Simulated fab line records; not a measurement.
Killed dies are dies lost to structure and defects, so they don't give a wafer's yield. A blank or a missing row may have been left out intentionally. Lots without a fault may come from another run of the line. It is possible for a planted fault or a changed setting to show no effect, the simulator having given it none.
What tool caused it?    flow berkeley_cmos170    11 lots with 33 wafers sampled at 2 steps, on a route of 331 steps

## WHAT EACH GAUGE READ, for each wafer
UCB170_GATE_OVL_MEAS_13.
lot   measured      on          GATE_OVL (nm)
L291  day 7 09:38   overlay-01  -4 -5 -5
L293  day 7 09:41   overlay-02  -9 -5 1
L292  day 7 09:45   overlay-02  5 7 2
L290  day 7 10:22   overlay-02  -4 1 -5
L294  day 8 03:06   overlay-02  0 -1 -4
L295  day 8 03:22   overlay-01  8 6 13
L302  day 9 06:32   overlay-02  34 36 34
L300  day 9 06:39   overlay-01  35 32 33
L305  day 10 21:24  overlay-02  32 41 40
L311  day 12 00:05  overlay-01  12 1 2
L313  day 12 08:07  overlay-02  0 0 -5

## EACH LOT AND THE TOOL THAT RAN IT (in order: tool; ch and the chambers of the sampled wafers; start)
lot   UCB170_GATE_EXPOSE_09
L291  krf_scanner-01 ch 0, day 7 08:59
L293  krf_scanner-01 ch 0, day 7 09:08
L292  krf_scanner-01 ch 0, day 7 09:14
L290  krf_scanner-01 ch 0, day 7 09:28
L294  krf_scanner-02 ch 0, day 8 02:14
L295  krf_scanner-01 ch 0, day 8 02:32
L302  krf_scanner-02 ch 0, day 9 05:59
L300  krf_scanner-02 ch 0, day 9 06:06
L305  krf_scanner-02 ch 0, day 10 20:55
L311  krf_scanner-01 ch 0, day 11 22:59
L313  krf_scanner-01 ch 0, day 12 07:37
- UCB170_GATE_EXPOSE_09: exposes mask POLY, target cd 350 nm.

## AS READ BY THE TOOLS THEMSELVES (means over the sampled wafers that have a number; for cases with no such wafer, the mark the record gives instead)
The record holds no such reading with a usual standard deviation.

## THE ANSWER, worked out from the rows above alone
Rule: the lots themselves supply what counts as usual. The widest of any qualifying gaps counts: lots, ordered by their means at a reading, are off when they make up no more than a third of the lots, leave a main group of 4 or more, and stand apart from it by 3 or more times the standard deviation of that group's means. If all means in a main group match to the digits the tables above print for the reading, that group is not used. Also off: a lot with no number at a reading for which 4 or more lots have one. Any other lot the step has rows for is counted as sound. Order of review: gauges by route order, followed by the tools' own readings, for which a lot's mean as printed above is used. The first step at which some lot is off is used, and at that step the reading that is off furthest; a lot without a number counts as furthest.
Off: L302, L300, L305, at UCB170_GATE_OVL_MEAS_13 (GATE_OVL). For the main group the mean is 0 nm and the standard deviation 4.7.
A tool fits if, at a process step before that reading, it ran every lot that is off, and no sound lot after the first of them. Gauges at UCB170_GATE_OVL_MEAS_13: tried the same way as those tools. One fits: UCB170_GATE_EXPOSE_09 on krf_scanner-02. Its last sound lot is L294 (day 8 02:14), its first lot that is off L302 (day 9 05:59): a fault that began between those two fits.

## WHAT HAD BEEN PUT IN BY THE SIMULATOR
Scanner matching overlay: krf_scanner-02, from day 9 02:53 on, at UCB170_GATE_EXPOSE_09. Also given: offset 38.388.
Shown lots that were struck: L302, L300, L305. The rule above reached the same finding.
